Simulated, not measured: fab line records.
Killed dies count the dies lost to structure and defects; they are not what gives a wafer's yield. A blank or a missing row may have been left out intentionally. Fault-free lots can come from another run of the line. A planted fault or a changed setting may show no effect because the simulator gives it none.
Comparing a struck lot with a sound one ; flow rit-cmos ; 43 out of 202 route steps
Sound: these wafers, L119.3, L119.4, L119.6. The struck wafers were L126.2, L126.3, L126.6. The cause comes at the end.
Order at every step that has rows: each side's tool, ch and its chambers, its first start. Under that, the readings that differ: sound wafers ; struck wafers ; difference of the means ; sigmas: that difference in standard deviations of wafers without a fault.
alike: same words and numbers on both sides, and readings whose means sit less than 2 such deviations apart. not compared: any withheld reading, any reading some wafer has no value for, any bound like >300 that may hide the same value, and any number with overlapping values for which the record gives no deviation.
The two part at a step that has a row with sigmas, a row that says differs or no value, or rows on one side only. Numbers that don't overlap but have no deviation are shown without sigmas and don't part them. A reading missing from all wafers of one side parts the sides only when that side holds two or more wafers.

first, 3 steps without rows for these wafers: RIT_REOX_CLEAN_01 (cleans in dHF, time 30 s); RIT_REOX_CLEAN_02 (cleans in SC2, time 600 s); RIT_REOX_OXIDATION_03 (target thk 25.2 nm, ox time 5580 s).
RIT_REOX_THK_MEAS_04:
  sound on film-metro-01, day 3 03:48; struck on film-metro-02, day 4 14:20
  alike: REOX_OXIDE_THK
then, 6 steps without rows for these wafers: RIT_NLDD_HMDS_00 (prime time 60 s); RIT_NLDD_COAT_01 (resist thk 1000 nm); RIT_NLDD_SOFTBAKE_02 (time 60 s); RIT_NLDD_EXPOSE_03 (exposes mask M7, target cd 40700 nm); RIT_NLDD_PEB_04; RIT_NLDD_DEVELOP_05 (develop time 50 s).
RIT_NLDD_OVL_MEAS_06:
  sound on overlay-01, day 3 04:57; struck on overlay-01, day 4 15:14
  alike: NLDD_OVL
then, 1 step without rows for these wafers: RIT_NLDD_HARDBAKE_07 (time 60 s).
RIT_NLDD_IMPLANT_08:
  sound on implanter-01 ch 0, day 3 05:11; struck on implanter-01 ch 0, day 4 15:27
reading;sound;struck;difference;sigmas
beam-energy-keV;20.002 20.006 20.001;26.002 26.003 26.001;+5.999;+99 or more
model.implant.rp-nm (nm);27.2 27.2 27.2;33.37 33.37 33.37;+6.17;
model.implant.drp-nm (nm);12.97 12.97 12.97;15.19 15.19 15.19;+2.22;
RIT_NLDD_STRIP_09: strips in O2, time 180 s.
  sound on plasma-asher-04 ch 0,1, day 3 05:20; struck on plasma-asher-04 ch 0,1, day 4 15:34
  alike: drypump-motor-current-A, o2-flow-sccm
  not compared: rf-hours-counter-h
RIT_NLDD_TW_MEAS_10:
  sound on film-metro-03, day 3 05:28; struck on film-metro-04, day 4 15:59
reading;sound;struck;difference;sigmas
NLDD_TW;2479 2479 2479;2645 2644 2655;+169;+14
  not compared: hold
then, 5 steps without rows for these wafers: RIT_PLDD_COAT_01 (resist thk 1013 nm); RIT_PLDD_SOFTBAKE_02 (time 60 s); RIT_PLDD_EXPOSE_03 (exposes mask M8, target cd 40900 nm); RIT_PLDD_PEB_04; RIT_PLDD_DEVELOP_05 (develop time 50 s).
RIT_PLDD_OVL_MEAS_06:
  sound on overlay-01, day 3 06:30; struck on overlay-02, day 4 20:25
  alike: PLDD_OVL
then, 2 steps without rows for these wafers: RIT_PLDD_HARDBAKE_07 (time 60 s); RIT_PLDD_IMPLANT_08.
RIT_PLDD_STRIP_09: strips in O2, time 180 s.
  sound on plasma-asher-01 ch 0,1, day 3 06:53; struck on plasma-asher-02 ch 0,1, day 4 20:53
reading;sound;struck;difference;sigmas
drypump-motor-current-A (A);5.77 6.17 6.20;5.63 5.55 5.55;-0.47;-2
  alike: o2-flow-sccm
  not compared: rf-hours-counter-h
RIT_PLDD_TW_MEAS_10:
  sound on film-metro-04, day 3 07:01; struck on film-metro-04, day 4 21:44
  alike: PLDD_TW
then, 4 steps without rows for these wafers: RIT_SPACER_CLEAN_00 (cleans in SC1, time 600 s); RIT_SPACER_CLEAN_01 (cleans in dHF, time 30 s); RIT_SPACER_CLEAN_02 (cleans in SC2, time 600 s); RIT_SPACER_CVD_03 (deposits Si3N4 from SiH2Cl2/NH3, target thk 250 nm, time 3300 s).
RIT_SPACER_THK_MEAS_04:
  sound on film-metro-01, day 3 09:22; struck on film-metro-02, day 5 01:17
  alike: SPACER_NITRIDE_THK
RIT_SPACER_ETCHBACK_05: etches Si3N4 in SF6/CHF3, stops on SiO2, target depth 250 nm, time 230.9 s.
  sound on rie-diel-02 ch 1,3, day 3 09:24; struck on rie-diel-01 ch 0,1,2, day 5 01:20
  alike: drypump-motor-current-A, oes-product-au, rf-fwd-power-W, throttle-valve-pct
  not compared: rf-hours-counter-h
then, 6 steps without rows for these wafers: RIT_NSD_HMDS_00 (prime time 60 s); RIT_NSD_COAT_01 (resist thk 1000 nm); RIT_NSD_SOFTBAKE_02 (time 60 s); RIT_NSD_EXPOSE_03 (exposes mask M9, target cd 40700 nm); RIT_NSD_PEB_04; RIT_NSD_DEVELOP_05 (develop time 50 s).
RIT_NSD_OVL_MEAS_06:
  sound on overlay-02, day 3 10:26; struck on overlay-02, day 5 02:31
  alike: NSD_OVL
then, 2 steps without rows for these wafers: RIT_NSD_HARDBAKE_07 (time 60 s); RIT_NSD_IMPLANT_08.
RIT_NSD_STRIP_09: strips in O2, time 180 s.
  sound on plasma-asher-01 ch 0,1, day 3 10:49; struck on plasma-asher-04 ch 0,1, day 5 02:50
  alike: drypump-motor-current-A, o2-flow-sccm
  not compared: rf-hours-counter-h
RIT_SDANNEAL_RS_MEAS_07: the measuring method here is four-point-probe.
  sound on film-metro-03, day 3 13:23; struck on film-metro-04, day 5 06:27
reading;sound;struck;difference;sigmas
NLDD_RS (ohm/sq);151.4 151.4 151.0;145.7 145.0 145.8;-5.8;-9
  not compared: hold
RIT_M1_PROBE_99:
  sound on prober-01, day 3 20:38; struck on prober-01, day 5 18:46
  alike: killed-at-front-end, killed-dies, killed-open, killed-short

## WHERE THEY PART
Earliest at RIT_NLDD_IMPLANT_08; latest, in this record, at RIT_SDANNEAL_RS_MEAS_07. Later steps at which nothing parts them and some readings are alike: RIT_M1_PROBE_99.

WHY: whatever the simulator had introduced
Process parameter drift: implanter-01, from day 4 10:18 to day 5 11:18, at RIT_NLDD_IMPLANT_08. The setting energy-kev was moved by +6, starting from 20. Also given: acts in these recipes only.
